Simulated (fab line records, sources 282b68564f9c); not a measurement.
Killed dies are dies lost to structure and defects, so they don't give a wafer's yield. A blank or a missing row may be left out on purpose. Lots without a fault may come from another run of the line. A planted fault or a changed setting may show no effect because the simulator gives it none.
Problem report in the 8D (eight disciplines) form, filled by code | flow rit_cmos | the parts of the form that need people (team, actions taken, sign-off) are left out

1. THE PROBLEM
NRETRO_TW at RIT_NRETRO_TW_MEAS_10 reads a mean of 934 on 6 wafers of 2 lots; wafers without a fault read 1046 with a standard deviation of 6.4. That is -17 standard deviations from the usual mean.
First seen on wafer L498.1, day 6 05:43, on film_metro-03. The record holds 42 wafers of 14 lots with a number at this step. Rule for "out", or "out of limits": more than 4 standard deviations from the usual mean. The other wafers with a number count as sound.

2. WHAT IT IS AND WHAT IT IS NOT
question                    | is                     | is not
which readings at this step | NRETRO_TW              | -
which lots                  | L498, L499             | L480, L481, L482, L483, L484, L486, L487, L489, L490, L491, L494, L500
which wafers of those lots  | all that have a number | -
read on which gauges        | film_metro-03          | film_metro-01, film_metro-02
when                        | from day 6 05:43       | up to then (33 sound wafers); but 3 sound wafers of L500 came after

3. SUSPECTS, AND WHAT RULES EACH OUT
Counting: a tool at a process step up to the reading stays a suspect if it ran every lot that is out and no sound lot after the first of them.
- the gauge at RIT_NRETRO_TW_MEAS_10: ruled out. All the wafers that are out were read on film_metro-03, but those of them that RIT_NRETRO_IMPLANT_08 has rows for are out there too, on other tools.
- implanter-02 at RIT_NRETRO_IMPLANT_08: kept. It ran every lot that is out, first L498 (day 6 05:23), and no sound lot after that; its last sound lot up to then is L490 (day 4 12:50). Its own readings are out on those wafers: beam_energy_keV.
Left after counting: implanter-02 at RIT_NRETRO_IMPLANT_08.

4. THE CAUSE (what the simulator had put in)
Process parameter drift: implanter-02, from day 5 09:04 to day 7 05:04, at RIT_NRETRO_IMPLANT_08. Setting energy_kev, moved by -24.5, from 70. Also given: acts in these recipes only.
Counting left only this tool.

5. THE CHAIN OF EFFECTS, in route order
Each row: a reading whose mean over the struck wafers that have a number lies more than 3 standard deviations from the usual. Only readings for which the record gives a usual standard deviation are gone through. hours: the time from each lot's start at the first step in this table that gives one to its start at this step, as a median over the lots. sigmas: the change in usual standard deviations.
hours | step                  | reading         | usual  | on struck wafers | change  | sigmas
0     | RIT_NRETRO_IMPLANT_08 | beam_energy_keV | 69.994 | 45.515           | -24.479 | -99 or more
0     | RIT_NRETRO_TW_MEAS_10 | NRETRO_TW       | 1046   | 934              | -112    | -17
The process steps in it:
- RIT_NRETRO_IMPLANT_08

6. WHAT WOULD HAVE CAUGHT IT SOONER
In this record the first reading out of limits at a measuring or inspecting step was taken at day 6 05:43, 21 hours after the fault began at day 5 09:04.
The tool's own readings at RIT_NRETRO_IMPLANT_08 were out on every struck wafer that the step has a row for (beam_energy_keV): an alarm limit on them would have fired on the first of those.
Of the lots that are out (2), L499 began RIT_NRETRO_IMPLANT_08 on implanter-02 after day 6 05:43. A hold on the tool at that time would have spared it.
